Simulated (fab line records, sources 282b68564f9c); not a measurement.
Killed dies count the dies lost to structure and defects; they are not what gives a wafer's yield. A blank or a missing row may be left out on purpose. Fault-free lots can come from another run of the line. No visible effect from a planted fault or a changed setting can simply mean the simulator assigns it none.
Which tool is to blame? | flow rit cmos | at 1 step of a route of 202, 7 lots with 21 wafers sampled

WHAT THE GAUGES SHOWED, per wafer
RIT_PRETRO_TW_MEAS_10.
lot  | measured    | on            | PRETRO_TW
L275 | day 2 12:20 | film metro-02 | 468 470 471
L277 | day 2 23:20 | film metro-03 | 475 474 475
L279 | day 3 08:07 | film metro-04 | 477 476 477
L281 | day 3 19:31 | film metro-02 | 468 472 469
L287 | day 5 07:28 | film metro-03 | 476 477 475
L294 | day 6 11:50 | film metro-04 | 477 480 478
L297 | day 7 04:47 | film metro-02 | 476 471 473

WHAT TOOL EACH LOT RAN ON (gives the tool, then ch and the chambers of the sampled wafers, and finally the start)
Before these readings, the record contains no process step.

THE ANSWER, worked out from the rows above alone
Rule: what is usual is taken from the lots themselves. The widest of any qualifying gaps counts: lots, ordered by their means at a reading, are off when they make up no more than a third of the lots, leave a main group of 4 or more, and stand apart from it by 3 or more times the standard deviation of that group's means. If all means in a main group match to the digits the tables above print for the reading, that group is not used. A lot without any number at a reading at which 4 lots or more have one is off too. The other lots that the step has rows for count as sound.
None of the lots is off at any reading shown; this tells nothing.

WHAT THE SIMULATOR PUT IN
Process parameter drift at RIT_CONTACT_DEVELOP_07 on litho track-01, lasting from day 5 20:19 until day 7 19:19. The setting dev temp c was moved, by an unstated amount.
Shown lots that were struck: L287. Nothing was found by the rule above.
